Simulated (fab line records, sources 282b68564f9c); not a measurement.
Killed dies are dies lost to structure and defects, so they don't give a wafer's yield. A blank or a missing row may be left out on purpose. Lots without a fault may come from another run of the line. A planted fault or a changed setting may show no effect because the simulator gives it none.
fab line records | flow rit_cmos
record lots=15 wafers=45 last_day=6
route steps=202 shown M1@189
lots that met no fault: from a run of the same line without faults
start_h: hours from the record's first day to the start of the lot's first wafer shown | wait_h: hours since the lot's step before | " the same as in the row above | L1.1+2: a row that stands for several wafers | - no value, or no start given | * or withheld: withheld | < > ~ a bound
route shown NAME@n: a module of which the file shows steps, and the number in the route of the first | usual: mean/standard deviation of fault-free wafers | same: alike in all rows | chamber/n: place in a boat | sites: the reading at each site | _std_site: their standard deviation | _edge_site: outer sites' mean less inner sites' | radius_mm: how far each site lies from the wafer's centre | mask NAME#n: copy n | behind: the tool/chamber that last shaped the wafer | hold: why the lot was held/for how many hours/how that ended | device: the transistor (n, p or np) that didn't switch | end of line: the same wafers' tests at the end of the route | a step without rows: its recipe alone | killed: dies lost to structure and defects at the first sort, not the wafer's yield | map: a wafer's dies, x killed, . not, _ none there
set.NAME: the setting as run; set.NAME@STEP: as run at that earlier step | model.NAME: the simulator's own value behind a step, which no gauge read
steps of the route over a sample of lots; a table a step, a row a wafer
## steps
# step RIT_M1_SOFTBAKE_05
# recipe resist=NOVOLAK temp_c=90 time_s=60
# usual heater_power_total_W=34.56/0.051 plate_temp_C=90.00/0.13
# columns lot.wafer tool chamber start_h wait_h heater_power_total_W plate_temp_C
L169.1 litho_track-01 0 58.29 0.1 34.54 89.98
L169.3 " 0 " " 34.61 89.93
L169.6 " 0 " " 34.51 89.98
L170.1 litho_track-01 0 60.66 0.1 34.55 89.81
L170.3 " 0 " " 34.57 89.91
L170.6 " 0 " " 34.44 90.00
L171.1 litho_track-04 0 69.80 0.1 34.49 90.06
L171.5 " 0 " " 34.62 90.04
L171.6 " 0 " " 34.53 90.05
L172.1 litho_track-02 0 72.79 0.1 34.59 90.02
L172.3 " 0 " " 34.56 90.06
L172.4 " 0 " " 34.53 89.95
L173.1 litho_track-01 0 76.55 0.1 34.60 90.07
L173.4 " 0 " " 34.63 90.14
L173.5 " 0 " " 34.64 89.90
L174.1 litho_track-01 0 80.85 0.1 34.58 90.13
L174.4 " 0 " " 34.55 90.05
L174.5 " 0 " " 34.64 90.12
L175.1 litho_track-04 0 85.51 0.1 34.57 89.96
L175.5 " 0 " " 34.62 90.23
L175.6 " 0 " " 34.54 90.01
L176.1 litho_track-04 0 89.32 0.1 34.62 89.93
L176.4 " 0 " " 34.49 89.83
L176.5 " 0 " " 34.48 89.91
L177.3 litho_track-02 0 98.14 0.1 34.60 89.90
L177.4 " 0 " " 34.48 89.90
L177.6 " 0 " " 34.65 89.87
L179.2 litho_track-02 0 108.76 0.1 34.50 90.04
L179.3 " 0 " " 34.56 90.07
L179.6 " 0 " " 34.55 90.10
L180.2 litho_track-02 0 111.08 0.1 34.60 89.97
L180.3 " 0 " " 34.50 90.03
L180.5 " 0 " " 34.63 89.84
L181.1 litho_track-04 0 118.45 0.1 34.59 90.19
L181.4 " 0 " " 34.57 89.90
L181.6 " 0 " " 34.48 90.12
L186.1 litho_track-02 0 140.68 0.1 35.65 92.03
L186.2 " 0 " " 35.81 91.97
L186.5 " 0 " " 35.72 92.12
L187.2 litho_track-02 0 149.25 0.1 35.73 92.23
L187.5 " 0 " " 35.75 92.19
L187.6 " 0 " " 35.68 92.31
L188.4 litho_track-02 0 151.28 0.1 35.75 92.13
L188.5 " 0 " " 35.74 91.97
L188.6 " 0 " " 35.80 92.10
# step RIT_M1_PROBE_99
# usual defect_limited_yield=97.4/1.2 killed_at_M0_to_M3=0.0/0.18 killed_at_contacts=0.1/0.32 killed_at_front_end=7/3 killed_dies=7/3.1 killed_open=3.3/1.8 killed_short=3.6/2 sort_bin_3_pad_short=0.1/0.22 sort_bin_5_function=1.4/0.84 sort_bin_6_memory=1.0/0.67 sort_n_pass=257/3.1 sort_yield_pct=97.4/1.2
# same gross_dies=264 killed_at_M4_up=0 killed_at_back_side=0 killed_at_other=0
# columns lot.wafer tool chamber start_h wait_h defect_limited_yield[%] killed_at_M0_to_M3 killed_at_contacts killed_at_front_end killed_dies killed_open killed_short sort_bin_3_pad_short[%] sort_bin_5_function[%] sort_bin_6_memory[%] sort_n_pass sort_yield_pct[%]
L169.1 prober-01 - 61.54 0.1 98.5 0 0 4 4 3 1 0 0.8 0.8 260 98.5
L169.3 prober-01 - 61.64 0.2 96.2 0 1 9 10 6 4 0 2.3 1.5 254 96.2
L169.6 prober-01 - 61.79 0.2 95.5 0 0 12 12 4 8 0 2.7 1.9 252 95.5
L170.1 prober-02 - 63.92 0.1 98.5 0 0 4 4 3 1 0 0.8 0.8 260 98.5
L170.3 prober-02 - 64.02 0.2 96.2 0 0 10 10 3 7 0 2.7 1.1 254 96.2
L170.6 prober-02 - 64.17 0.2 96.2 0 0 10 10 5 5 0 2.3 1.5 254 96.2
L171.1 prober-01 - 73.47 0.1 97.3 0 0 7 7 4 3 0 1.5 1.1 257 97.3
L171.5 prober-01 - 73.67 0.2 95.5 0 0 12 12 6 6 0 3.4 1.1 252 95.5
L171.6 prober-01 - 73.72 0.2 96.6 0 0 9 9 5 4 0 1.5 1.9 255 96.6
L172.1 prober-02 - 76.03 0.1 97.0 0 0 8 8 5 3 0 2.3 0.8 256 97.0
L172.3 prober-02 - 76.13 0.2 95.8 0 0 11 11 5 6 0 3.0 1.1 253 95.8
L172.4 prober-02 - 76.18 0.2 96.2 0 0 10 10 6 4 0.4 2.7 0.8 254 96.2
L173.1 prober-01 - 79.79 0.1 96.2 0 0 10 10 3 7 0.8 2.3 0.8 254 96.2
L173.4 prober-01 - 79.94 0.2 95.1 0 0 13 13 6 7 0 3.8 1.1 251 95.1
L173.5 prober-01 - 79.99 0.2 97.0 0 0 8 8 6 2 0.4 1.5 1.1 256 97.0
L174.1 prober-02 - 84.45 0.1 98.1 0 0 5 5 2 3 0 1.1 0.8 259 98.1
L174.4 prober-02 - 84.60 0.2 99.6 0 1 0 1 0 1 0 0.4 0 263 99.6
L174.5 prober-02 - 84.65 0.2 97.3 0 0 7 7 5 2 0 1.5 1.1 257 97.3
L175.1 prober-01 - 88.99 0.1 97.7 0 0 6 6 1 5 0 1.5 0.8 258 97.7
L175.5 prober-01 - 89.19 0.2 99.2 0 0 2 2 0 2 0 0.4 0.4 262 99.2
L175.6 prober-01 - 89.24 0.2 98.9 0 0 3 3 1 2 0 0.8 0.4 261 98.9
L176.1 prober-02 - 92.56 0.1 96.6 0 0 9 9 3 6 0 1.5 1.9 255 96.6
L176.4 prober-02 - 92.71 0.2 97.0 0 0 8 8 5 3 0.8 0.4 1.9 256 97.0
L176.5 prober-02 - 92.76 0.2 97.3 0 0 7 7 4 3 0 1.5 1.1 257 97.3
L177.3 prober-01 - 101.73 0.2 98.5 1 0 3 4 2 1 0 1.1 0.4 260 98.5
L177.4 prober-01 - 101.78 0.2 97.0 0 0 8 8 5 3 0 2.3 0.8 256 97.0
L177.6 prober-01 - 101.88 0.2 96.6 0 0 9 9 5 4 0 1.9 1.5 255 96.6
L179.2 prober-01 - 112.32 0.1 97.3 0 0 7 7 2 5 0 1.9 0.8 257 97.3
L179.3 prober-01 - 112.37 0.2 97.0 0 0 8 8 5 3 0.4 1.5 1.1 256 97.0
L179.6 prober-01 - 112.52 0.2 97.3 0 0 7 7 2 5 0.4 0.8 1.5 257 97.3
L180.2 prober-02 - 114.63 0.1 98.1 0 0 5 5 3 2 0 0 1.9 259 98.1
L180.3 prober-02 - 114.68 0.2 98.1 0 1 4 5 4 1 0 0.4 1.5 259 98.1
L180.5 prober-02 - 114.78 0.2 97.7 0 0 6 6 3 3 0 0.4 1.9 258 97.7
L181.1 prober-01 - 121.81 0.1 98.5 0 0 4 4 2 2 0.4 0.8 0.4 260 98.5
L181.4 prober-01 - 121.96 0.2 94.7 0 0 14 14 9 5 0 2.3 3.0 250 94.7
L181.6 prober-01 - 122.06 0.2 96.6 0 0 9 9 5 4 0 2.3 1.1 255 96.6
L186.1 prober-02 - 144.08 0.1 95.5 0 0 12 12 6 6 0 1.5 3.0 252 95.5
L186.2 prober-02 - 144.13 0.1 96.2 0 0 10 10 6 4 0 1.5 2.3 254 96.2
L186.5 prober-02 - 144.28 0.2 95.8 0 0 11 11 5 6 0 1.9 2.3 253 95.8
L187.2 prober-01 - 152.62 0.1 97.0 0 0 8 8 2 6 0.4 1.9 0.8 256 97.0
L187.5 prober-01 - 152.77 0.2 98.9 0 0 3 3 2 1 0 0.8 0.4 261 98.9
L187.6 prober-01 - 152.82 0.2 97.3 0 0 7 7 3 4 0 2.3 0.4 257 97.3
L188.4 prober-02 - 154.74 0.2 98.1 0 0 5 5 2 3 0 1.1 0.8 259 98.1
L188.5 prober-02 - 154.79 0.2 98.5 0 0 4 4 1 3 0 1.5 0 260 98.5
L188.6 prober-02 - 154.84 0.2 97.3 0 0 7 7 3 4 0 1.9 0.8 257 97.3
# killed by level:class
L169.1 SPACER:geometric_particle:open=2 GATE:geometric_particle:open=1 SPACER:geometric_particle:short=1
L169.3 FOX1:geometric_particle:open=2 SILICIDE:geometric_particle:open=2 GATE:geometric_particle:short=2 FOX1:geometric_particle:short=1 REOX:geometric_particle:short=1 SPACER:geometric_particle:open=1 CONTACT:geometric_particle:open=1
L169.6 GATE:geometric_particle:short=5 FOX1:geometric_particle:short=2 FOX2:geometric_particle:short=1 FOX2:geometric_particle:open=1 GATE:geometric_particle:open=1 REOX:geometric_particle:open=1 SPACER:geometric_particle:open=1
L170.1 SPACER:geometric_particle:open=2 FOX1:geometric_particle:open=1 SPACER:geometric_particle:short=1
L170.3 GATE:geometric_particle:short=3 SPACER:geometric_particle:short=2 FOX1:geometric_particle:open=1 FOX1:geometric_particle:short=1 GATE:geometric_particle:open=1 REOX:geometric_particle:short=1 SILICIDE:geometric_particle:open=1
L170.6 GATE:geometric_particle:short=3 FOX1:geometric_particle:open=2 GATE:geometric_particle:open=1 REOX:geometric_particle:short=1 SPACER:geometric_particle:open=1 SILICIDE:geometric_particle:open=1 SILICIDE:geometric_particle:short=1
L171.1 FOX1:geometric_particle:open=1 FOX2:geometric_particle:open=1 GATE:geometric_particle:short=1 REOX:geometric_particle:short=1 REOX:geometric_particle:open=1 SPACER:geometric_particle:open=1 SILICIDE:geometric_particle:short=1
L171.5 SPACER:geometric_particle:open=3 GATE:geometric_particle:open=2 SPACER:geometric_particle:short=2 FOX1:geometric_particle:short=1 GATE:geometric_particle:short=1 REOX:geometric_particle:short=1 SILICIDE:geometric_particle:open=1 SILICIDE:geometric_particle:short=1
L171.6 GATE:geometric_particle:open=4 REOX:geometric_particle:short=3 SPACER:geometric_particle:open=1 SPACER:geometric_particle:short=1
L172.1 FOX1:geometric_particle:open=3 SILICIDE:geometric_particle:open=2 GATE:geometric_particle:short=1 SPACER:geometric_particle:short=1 SILICIDE:geometric_particle:short=1
L172.3 GATE:geometric_particle:short=3 FOX1:geometric_particle:open=2 FOX1:geometric_particle:short=1 GATE:geometric_particle:open=1 REOX:geometric_particle:short=1 SPACER:geometric_particle:open=1 SILICIDE:geometric_particle:short=1 SILICIDE:geometric_particle:open=1
L172.4 GATE:geometric_particle:open=4 FOX1:geometric_particle:short=2 REOX:geometric_particle:short=2 FOX1:geometric_particle:open=1 REOX:geometric_particle:open=1
L173.1 GATE:geometric_particle:open=2 GATE:geometric_particle:short=2 REOX:geometric_particle:short=2 FOX2:geometric_particle:short=1 REOX:geometric_particle:open=1 SPACER:geometric_particle:short=1 SILICIDE:geometric_particle:short=1
L173.4 GATE:geometric_particle:open=4 FOX2:geometric_particle:short=3 GATE:geometric_particle:short=3 FOX1:geometric_particle:open=1 FOX2:geometric_particle:open=1 SPACER:geometric_particle:short=1
L173.5 FOX1:geometric_particle:open=3 REOX:geometric_particle:open=2 FOX2:geometric_particle:open=1 FOX2:geometric_particle:short=1 SPACER:geometric_particle:short=1
L174.1 FOX1:geometric_particle:short=1 REOX:geometric_particle:open=1 REOX:geometric_particle:short=1 SPACER:geometric_particle:open=1 SPACER:geometric_particle:short=1
L174.4 CONTACT:geometric_particle:short=1
L174.5 GATE:geometric_particle:open=3 FOX1:geometric_particle:open=1 FOX1:geometric_particle:short=1 GATE:geometric_particle:short=1 REOX:geometric_particle:open=1
L175.1 GATE:geometric_particle:short=5 GATE:geometric_particle:open=1
L175.5 GATE:geometric_particle:short=2
L175.6 FOX1:geometric_particle:short=1 GATE:geometric_particle:short=1 REOX:geometric_particle:open=1
L176.1 GATE:geometric_particle:open=2 REOX:geometric_particle:short=2 SPACER:geometric_particle:short=2 FOX1:geometric_particle:short=1 GATE:geometric_particle:short=1 REOX:geometric_particle:open=1
L176.4 SPACER:geometric_particle:open=2 FOX2:geometric_particle:short=1 FOX2:geometric_particle:open=1 GATE:geometric_particle:open=1 GATE:geometric_particle:short=1 REOX:geometric_particle:open=1 SILICIDE:geometric_particle:short=1
L176.5 GATE:geometric_particle:short=2 FOX1:geometric_particle:open=1 FOX1:geometric_particle:short=1 FOX2:geometric_particle:open=1 GATE:geometric_particle:open=1 REOX:geometric_particle:open=1
L177.3 GATE:geometric_particle:open=1 REOX:geometric_particle:open=1 SILICIDE:geometric_particle:short=1 M1:coat_microbubble_printed=1
L177.4 GATE:geometric_particle:open=3 FOX1:geometric_particle:short=2 FOX1:geometric_particle:open=2 REOX:geometric_particle:short=1
L177.6 GATE:geometric_particle:open=4 SILICIDE:geometric_particle:short=3 GATE:geometric_particle:short=1 SILICIDE:geometric_particle:open=1
L179.2 REOX:geometric_particle:short=3 GATE:geometric_particle:short=1 GATE:geometric_particle:open=1 REOX:geometric_particle:open=1 SILICIDE:geometric_particle:short=1
L179.3 GATE:geometric_particle:open=3 REOX:geometric_particle:short=2 FOX1:geometric_particle:open=1 GATE:geometric_particle:short=1 REOX:geometric_particle:open=1
L179.6 GATE:geometric_particle:short=3 FOX1:geometric_particle:short=1 SPACER:geometric_particle:short=1 SPACER:geometric_particle:open=1 SILICIDE:geometric_particle:open=1
L180.2 GATE:geometric_particle:open=2 SPACER:geometric_particle:short=1 SILICIDE:geometric_particle:open=1 SILICIDE:geometric_particle:short=1
L180.3 GATE:geometric_particle:open=2 FOX1:geometric_particle:open=1 GATE:geometric_particle:short=1 CONTACT:geometric_particle:open=1
L180.5 GATE:geometric_particle:open=2 FOX1:geometric_particle:short=1 FOX1:geometric_particle:open=1 GATE:geometric_particle:short=1 SILICIDE:geometric_particle:short=1
L181.1 FOX1:geometric_particle:short=1 FOX1:geometric_particle:open=1 GATE:geometric_particle:short=1 GATE:geometric_particle:open=1
L181.4 SILICIDE:geometric_particle:open=5 GATE:geometric_particle:open=2 SILICIDE:geometric_particle:short=2 FOX1:geometric_particle:short=1 REOX:geometric_particle:open=1 REOX:geometric_particle:short=1 SPACER:geometric_particle:open=1 SPACER:geometric_particle:short=1
L181.6 FOX2:geometric_particle:open=2 GATE:geometric_particle:open=2 FOX1:geometric_particle:short=1 GATE:geometric_particle:short=1 REOX:geometric_particle:open=1 REOX:geometric_particle:short=1 SPACER:geometric_particle:short=1
L186.1 SILICIDE:geometric_particle:open=3 FOX1:geometric_particle:short=2 FOX2:geometric_particle:short=2 SILICIDE:geometric_particle:short=2 SPACER:geometric_particle:open=1 FOX1:geometric_particle:open=1 FOX2:geometric_particle:open=1
L186.2 SPACER:geometric_particle:open=3 GATE:geometric_particle:short=2 SILICIDE:geometric_particle:short=2 FOX2:geometric_particle:open=1 GATE:geometric_particle:open=1 REOX:geometric_particle:open=1
L186.5 FOX1:geometric_particle:short=2 GATE:geometric_particle:open=2 SPACER:geometric_particle:open=2 FOX2:geometric_particle:open=1 GATE:geometric_particle:short=1 REOX:geometric_particle:short=1 SPACER:geometric_particle:short=1 SILICIDE:geometric_particle:short=1
L187.2 FOX1:geometric_particle:short=2 GATE:geometric_particle:open=2 SPACER:geometric_particle:short=2 FOX2:geometric_particle:short=1 GATE:geometric_particle:short=1
L187.5 SPACER:geometric_particle:open=2 SPACER:geometric_particle:short=1
L187.6 FOX1:geometric_particle:short=2 FOX1:geometric_particle:open=1 FOX2:geometric_particle:open=1 GATE:geometric_particle:open=1 REOX:geometric_particle:short=1 SPACER:geometric_particle:short=1
L188.4 GATE:geometric_particle:short=3 FOX1:geometric_particle:open=1 REOX:geometric_particle:open=1
L188.5 FOX1:geometric_particle:short=1 GATE:geometric_particle:short=1 GATE:geometric_particle:open=1 SILICIDE:geometric_particle:short=1
L188.6 GATE:geometric_particle:short=2 FOX1:geometric_particle:short=1 FOX1:geometric_particle:open=1 GATE:geometric_particle:open=1 REOX:geometric_particle:open=1 SPACER:geometric_particle:short=1
## key
first_sign step=RIT_M1_SOFTBAKE_05 reading=heater_power_total_W direction=up sigmas=23 usual=34.56 struck=35.74
effect step=RIT_M1_SOFTBAKE_05 reading=plate_temp_C direction=up sigmas=17 usual=* struck=*
met_at RIT_M1_SOFTBAKE_05
struck_lots L186,L187,L188
loop_trim step=RIT_M1_EXPOSE_06 setting=dose lots=L187
onset_between 111.08 140.68
fault kind=process_parameter_drift tool=litho_track-02 chamber=- onset_h=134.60 steps=RIT_M1_SOFTBAKE_05 channel=temp_c offset=* shape=step end_h=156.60 acts_in=* stated=*
# loop_trim: a control loop set the setting to another value than it would have without faults
